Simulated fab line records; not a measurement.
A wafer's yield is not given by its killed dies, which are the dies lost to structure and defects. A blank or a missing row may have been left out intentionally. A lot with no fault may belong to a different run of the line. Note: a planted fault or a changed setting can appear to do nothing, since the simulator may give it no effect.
Comparing a struck lot with a sound one | flow ritCmos | 15 steps out of a route of 202
Sound: these wafers, L844.1, L844.2, L844.3. The struck wafers were L859.2, L859.4, L859.5. At the end, the cause is stated.
Each step with rows lists, per side, the tool, then ch with its chambers, then its first start. Under that, the readings that differ: sound wafers | struck wafers | difference of the means | sigmas: that difference in standard deviations of wafers without a fault.
alike: readings with means less than 2 such deviations apart, plus words and numbers identical on both sides. not compared: withheld readings, readings lacking a value on some wafer, bounds such as >300 that could conceal the same value, and numbers that have no deviation in the record and whose values overlap.
The two part at a step that has a row with sigmas, a row that says differs or no value, or rows on one side only. Non-overlapping numbers with no deviation appear without sigmas and do not part them. Lack of a reading on every wafer of one side parts them only where that side has two or more wafers.

first, 2 steps without rows for these wafers: RIT_NRETRO_HARDBAKE_07 (time 120 s); RIT_NRETRO_IMPLANT_08.
RIT_NRETRO_STRIP_09: strips in O2, time 180 s.
  sound on plasmaAsher-03 ch 0,1, day 2 06:52; struck on plasmaAsher-01 ch 0,1, day 5 12:54
  alike: drypumpMotorCurrentA
  not compared: rfHoursCounterH
RIT_NRETRO_TW_MEAS_10:
  struck on filmMetro-02, day 5 13:05; sound on filmMetro-02, day 2 07:03
  alike: NRETRO_TW
then, 6 steps without rows for these wafers: RIT_PRETRO_HMDS_00 (prime time 60 s); RIT_PRETRO_COAT_01 (resist thk 1300 nm); RIT_PRETRO_SOFTBAKE_02 (time 60 s); RIT_PRETRO_EXPOSE_03 (exposes mask M5, target cd 43700 nm); RIT_PRETRO_PEB_04; RIT_PRETRO_DEVELOP_05 (develop time 68 s).
RIT_PRETRO_OVL_MEAS_06:
  struck on overlay-02, day 5 14:09; sound on overlay-01, day 2 07:59
  alike: PRETRO_OVL
then, 1 step without rows for these wafers: RIT_PRETRO_HARDBAKE_07 (time 120 s).
RIT_PRETRO_IMPLANT_08:
  sound on implanter-03 ch 0, day 2 08:16; struck on implanter-03 ch 0, day 5 14:27
reading           | sound             | struck            | difference | sigmas
tiltDeg (degrees) | 6.983 7.006 7.009 | 7.634 7.680 7.651 | +0.656     | +33
RIT_PRETRO_STRIP_09: strips in O2, time 180 s.
  sound on plasmaAsher-01 ch 0,1, day 2 08:25; struck on plasmaAsher-03 ch 0,1, day 5 14:35
  alike: drypumpMotorCurrentA
  not compared: rfHoursCounterH
RIT_M1_PROBE_99:
  the record has rows for the sound wafers here (prober-01, day 3 09:32) and none for the struck ones

WHERE THEY PART
At RIT_PRETRO_IMPLANT_08 first; at RIT_M1_PROBE_99 last (within this record only).

WHY: whatever the simulator had introduced
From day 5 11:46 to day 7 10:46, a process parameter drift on implanter-03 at RIT_PRETRO_IMPLANT_08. A move of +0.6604 in setting tiltDeg, from 7. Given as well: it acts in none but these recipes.
